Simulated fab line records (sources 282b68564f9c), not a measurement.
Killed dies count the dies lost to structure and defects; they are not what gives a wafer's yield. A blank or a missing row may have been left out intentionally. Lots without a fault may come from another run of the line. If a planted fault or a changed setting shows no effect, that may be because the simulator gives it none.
Which tool did it? || flow ritCmos || 14 lots with 42 wafers sampled at 3 steps, on a route of 202 steps

== WHAT THE GAUGES READ, wafer by wafer ==
RIT_FOX1_THK_MEAS_01. Usual: for FOX1_OXIDE_THK the level is 349 nm and the standard deviation is 6.1.
{"lot": "L242", "measured": "day 1 17:56", "on": "filmMetro-03", "FOX1_OXIDE_THK (nm)": "338 342 340", "flag": ""}
{"lot": "L244", "measured": "day 2 03:03", "on": "filmMetro-02", "FOX1_OXIDE_THK (nm)": "348 352 347", "flag": ""}
{"lot": "L246", "measured": "day 2 14:34", "on": "filmMetro-03", "FOX1_OXIDE_THK (nm)": "361 357 358", "flag": ""}
{"lot": "L247", "measured": "day 2 17:49", "on": "filmMetro-02", "FOX1_OXIDE_THK (nm)": "348 351 344", "flag": ""}
{"lot": "L248", "measured": "day 2 23:19", "on": "filmMetro-02", "FOX1_OXIDE_THK (nm)": "338 347 345", "flag": ""}
{"lot": "L249", "measured": "day 3 03:57", "on": "filmMetro-02", "FOX1_OXIDE_THK (nm)": "343 351 342", "flag": ""}
{"lot": "L250", "measured": "day 3 08:51", "on": "filmMetro-02", "FOX1_OXIDE_THK (nm)": "341 348 347", "flag": ""}
{"lot": "L253", "measured": "day 4 00:07", "on": "filmMetro-03", "FOX1_OXIDE_THK (nm)": "351 354 361", "flag": ""}
{"lot": "L254", "measured": "day 4 04:57", "on": "filmMetro-03", "FOX1_OXIDE_THK (nm)": "347 350 352", "flag": ""}
{"lot": "L255", "measured": "day 4 11:02", "on": "filmMetro-04", "FOX1_OXIDE_THK (nm)": "345 350 339", "flag": ""}
{"lot": "L261", "measured": "day 5 19:32", "on": "filmMetro-04", "FOX1_OXIDE_THK (nm)": "359 365 356", "flag": ""}
{"lot": "L262", "measured": "day 5 22:39", "on": "filmMetro-02", "FOX1_OXIDE_THK (nm)": "357 356 356", "flag": ""}
{"lot": "L263", "measured": "day 6 05:02", "on": "filmMetro-02", "FOX1_OXIDE_THK (nm)": "349 355 342", "flag": ""}
{"lot": "L264", "measured": "day 6 11:18", "on": "filmMetro-04", "FOX1_OXIDE_THK (nm)": "354 353 352", "flag": ""}

RIT_GATE_THK_MEAS_07. Usual: for GATE_OXIDE_THK the level is 3.00 nm and the standard deviation is 0.061.
{"lot": "L242", "measured": "day 2 10:24", "on": "filmMetro-03", "GATE_OXIDE_THK (nm)": "2.94 2.94 2.98", "flag": ""}
{"lot": "L244", "measured": "day 2 19:57", "on": "filmMetro-03", "GATE_OXIDE_THK (nm)": "3.00 3.05 2.95", "flag": ""}
{"lot": "L246", "measured": "day 3 09:08", "on": "filmMetro-03", "GATE_OXIDE_THK (nm)": "3.03 3.08 2.97", "flag": ""}
{"lot": "L247", "measured": "day 3 11:29", "on": "filmMetro-02", "GATE_OXIDE_THK (nm)": "2.94 2.94 3.00", "flag": ""}
{"lot": "L248", "measured": "day 3 16:39", "on": "filmMetro-03", "GATE_OXIDE_THK (nm)": "3.11 3.00 3.09", "flag": ""}
{"lot": "L249", "measured": "day 3 20:37", "on": "filmMetro-01", "GATE_OXIDE_THK (nm)": "3.09 3.15 3.14", "flag": ""}
{"lot": "L250", "measured": "day 4 02:56", "on": "filmMetro-01", "GATE_OXIDE_THK (nm)": "2.97 3.01 2.96", "flag": ""}
{"lot": "L253", "measured": "day 4 16:53", "on": "filmMetro-01", "GATE_OXIDE_THK (nm)": "2.96 2.97 2.95", "flag": ""}
{"lot": "L254", "measured": "day 4 23:19", "on": "filmMetro-03", "GATE_OXIDE_THK (nm)": "3.01 2.94 2.96", "flag": ""}
{"lot": "L255", "measured": "day 5 07:26", "on": "filmMetro-01", "GATE_OXIDE_THK (nm)": "2.97 3.02 2.98", "flag": ""}
{"lot": "L261", "measured": "day 6 12:37", "on": "filmMetro-01", "GATE_OXIDE_THK (nm)": "3.01 3.06 3.05", "flag": ""}
{"lot": "L262", "measured": "day 6 17:19", "on": "filmMetro-03", "GATE_OXIDE_THK (nm)": "3.01 2.96 2.92", "flag": ""}
{"lot": "L263", "measured": "day 7 04:52", "on": "filmMetro-01", "GATE_OXIDE_THK (nm)": "3.09 3.08 3.05", "flag": ""}
{"lot": "L264", "measured": "day 7 06:45", "on": "filmMetro-02", "GATE_OXIDE_THK (nm)": "2.97 2.97 2.91", "flag": ""}

== WHAT TOOL EACH LOT RAN ON (gives the tool, then ch and the chambers of the sampled wafers, and finally the start) ==
{"lot": "L242", "RIT_NWELL_STRIP_09": "plasmaAsher-02 ch 0,1, day 1 21:41"}
{"lot": "L244", "RIT_NWELL_STRIP_09": "plasmaAsher-04 ch 0,1, day 2 07:42"}
{"lot": "L246", "RIT_NWELL_STRIP_09": "plasmaAsher-04 ch 0,1, day 2 19:26"}
{"lot": "L247", "RIT_NWELL_STRIP_09": "plasmaAsher-03 ch 0,1, day 2 21:50"}
{"lot": "L248", "RIT_NWELL_STRIP_09": "plasmaAsher-04 ch 0,1, day 3 04:02"}
{"lot": "L249", "RIT_NWELL_STRIP_09": "plasmaAsher-04 ch 0,1, day 3 07:42"}
{"lot": "L250", "RIT_NWELL_STRIP_09": "plasmaAsher-02 ch 0,1, day 3 14:17"}
{"lot": "L253", "RIT_NWELL_STRIP_09": "plasmaAsher-02 ch 0,1, day 4 03:59"}
{"lot": "L254", "RIT_NWELL_STRIP_09": "plasmaAsher-02 ch 0,1, day 4 08:53"}
{"lot": "L255", "RIT_NWELL_STRIP_09": "plasmaAsher-03 ch 0,1, day 4 14:55"}
{"lot": "L261", "RIT_NWELL_STRIP_09": "plasmaAsher-02 ch 0,1, day 5 23:47"}
{"lot": "L262", "RIT_NWELL_STRIP_09": "plasmaAsher-03 ch 0,1, day 6 02:28"}
{"lot": "L263", "RIT_NWELL_STRIP_09": "plasmaAsher-02 ch 0,1, day 6 12:28"}
{"lot": "L264", "RIT_NWELL_STRIP_09": "plasmaAsher-04 ch 0,1, day 6 16:01"}
- RIT_NWELL_STRIP_09: strips in O2, time 180 s.

== AS READ BY THE TOOLS THEMSELVES (means over the sampled wafers that have a number; for cases with no such wafer, the mark the record gives instead) ==
RIT_NWELL_STRIP_09. Usual: drypumpMotorCurrentA 5.9 A, standard deviation 0.36; o2FlowSccm 4001 sccm, standard deviation 12.
{"lot": "L242", "tool": "plasmaAsher-02", "drypumpMotorCurrentA (A)": 6.0, "o2FlowSccm (sccm)": 4001, "flag": ""}
{"lot": "L244", "tool": "plasmaAsher-04", "drypumpMotorCurrentA (A)": 5.8, "o2FlowSccm (sccm)": 4006, "flag": ""}
{"lot": "L246", "tool": "plasmaAsher-04", "drypumpMotorCurrentA (A)": 5.9, "o2FlowSccm (sccm)": 4012, "flag": ""}
{"lot": "L247", "tool": "plasmaAsher-03", "drypumpMotorCurrentA (A)": 6.1, "o2FlowSccm (sccm)": 4006, "flag": ""}
{"lot": "L248", "tool": "plasmaAsher-04", "drypumpMotorCurrentA (A)": 5.8, "o2FlowSccm (sccm)": 4008, "flag": ""}
{"lot": "L249", "tool": "plasmaAsher-04", "drypumpMotorCurrentA (A)": 5.9, "o2FlowSccm (sccm)": 3993, "flag": ""}
{"lot": "L250", "tool": "plasmaAsher-02", "drypumpMotorCurrentA (A)": 6.0, "o2FlowSccm (sccm)": 4004, "flag": ""}
{"lot": "L253", "tool": "plasmaAsher-02", "drypumpMotorCurrentA (A)": 5.7, "o2FlowSccm (sccm)": 3992, "flag": ""}
{"lot": "L254", "tool": "plasmaAsher-02", "drypumpMotorCurrentA (A)": 5.7, "o2FlowSccm (sccm)": 4000, "flag": ""}
{"lot": "L255", "tool": "plasmaAsher-03", "drypumpMotorCurrentA (A)": 5.7, "o2FlowSccm (sccm)": 3996, "flag": ""}
{"lot": "L261", "tool": "plasmaAsher-02", "drypumpMotorCurrentA (A)": 5.7, "o2FlowSccm (sccm)": 4012, "flag": ""}
{"lot": "L262", "tool": "plasmaAsher-03", "drypumpMotorCurrentA (A)": 6.1, "o2FlowSccm (sccm)": 3994, "flag": ""}
{"lot": "L263", "tool": "plasmaAsher-02", "drypumpMotorCurrentA (A)": 6.0, "o2FlowSccm (sccm)": 3992, "flag": ""}
{"lot": "L264", "tool": "plasmaAsher-04", "drypumpMotorCurrentA (A)": 5.8, "o2FlowSccm (sccm)": 3996, "flag": ""}

== THE ANSWER, worked out from the rows above alone ==
Rule: a lot is off if the mean of its wafers that have a number lies more than 3 standard deviations from the usual mean. Also off: a lot with no number at a reading for which 4 or more lots have one. All remaining lots with rows at the step are treated as sound. After the gauges, taken in route order, come the tools' own readings; for these a lot's mean is taken, as printed above. The first step at which some lot is off is used, and at that step the reading that is off furthest; a lot without a number counts as furthest.
Nothing can be told from this: no lot is off at any reading shown.

== WHAT HAD BEEN PUT IN BY THE SIMULATOR ==
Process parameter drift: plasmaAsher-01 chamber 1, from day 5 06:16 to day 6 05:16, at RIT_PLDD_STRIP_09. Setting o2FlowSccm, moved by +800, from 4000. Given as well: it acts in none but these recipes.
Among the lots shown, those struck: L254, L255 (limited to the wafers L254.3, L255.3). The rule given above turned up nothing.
